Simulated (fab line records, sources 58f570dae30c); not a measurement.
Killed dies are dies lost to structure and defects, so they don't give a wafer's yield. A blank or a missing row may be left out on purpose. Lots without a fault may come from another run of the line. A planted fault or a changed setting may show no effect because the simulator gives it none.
Chamber matching | flow berkeley_cmos170 | UCB170_V2_ETCH_14 on rie_diel-02: 4 sister chambers
The step etches SiO2 in CHF3/CF4/Ar, stops on Al, target depth 1250 nm, time 291 s. 8 wafers are shown with their chamber, then 7 later ones without.

WAFERS WITH THEIR CHAMBER
wafer  | chamber | drypump_motor_current_A (A) | throttle_valve_pct (%)
L843.4 | 0       | 6.4                         | 6.90
L848.4 | 3       | 6.0                         | 6.74
L848.5 | 2       | 5.6                         | 7.12
L849.2 | 1       | 6.5                         | 6.82
L849.3 | 3       | 6.0                         | 6.73
L849.5 | 1       | 6.5                         | 6.80
L850.1 | 2       | 5.5                         | 7.12
L850.3 | 0       | 6.4                         | 6.91

WAFERS WITHOUT THEIR CHAMBER
wafer  | drypump_motor_current_A (A) | throttle_valve_pct (%)
L850.4 | 6.0                         | 6.74
L852.2 | 6.0                         | 6.75
L852.5 | 6.5                         | 6.79
L852.6 | 6.4                         | 6.88
L859.2 | 6.0                         | 6.73
L859.4 | 6.5                         | 6.80
L859.6 | 5.5                         | 7.12

WHICH CHAMBER EACH WENT THROUGH
wafer  | from the rows above | in truth
L850.4 | 3                   | 3
L852.2 | 3                   | 3
L852.5 | 1                   | 1
L852.6 | 0                   | 0
L859.2 | 3                   | 3
L859.4 | 1                   | 1
L859.6 | 2                   | 2
Placed correctly: 7 of 7. Can't be placed from these rows: 0. Placed wrongly: 0.
How it was worked out, from the rows above alone: a wafer's distance from a chamber is the root of the sum, over the readings, of the square of ((its reading less the chamber's mean) divided by the reading's scatter). The wafer belongs to the nearest chamber; if the next one is less than 2 further off, it can't be placed. A chamber's mean is the mean of its shown wafers. The scatter: the root of (the sum of the squares of (reading less its chamber's mean) over the shown wafers, divided by (wafers less chambers)).
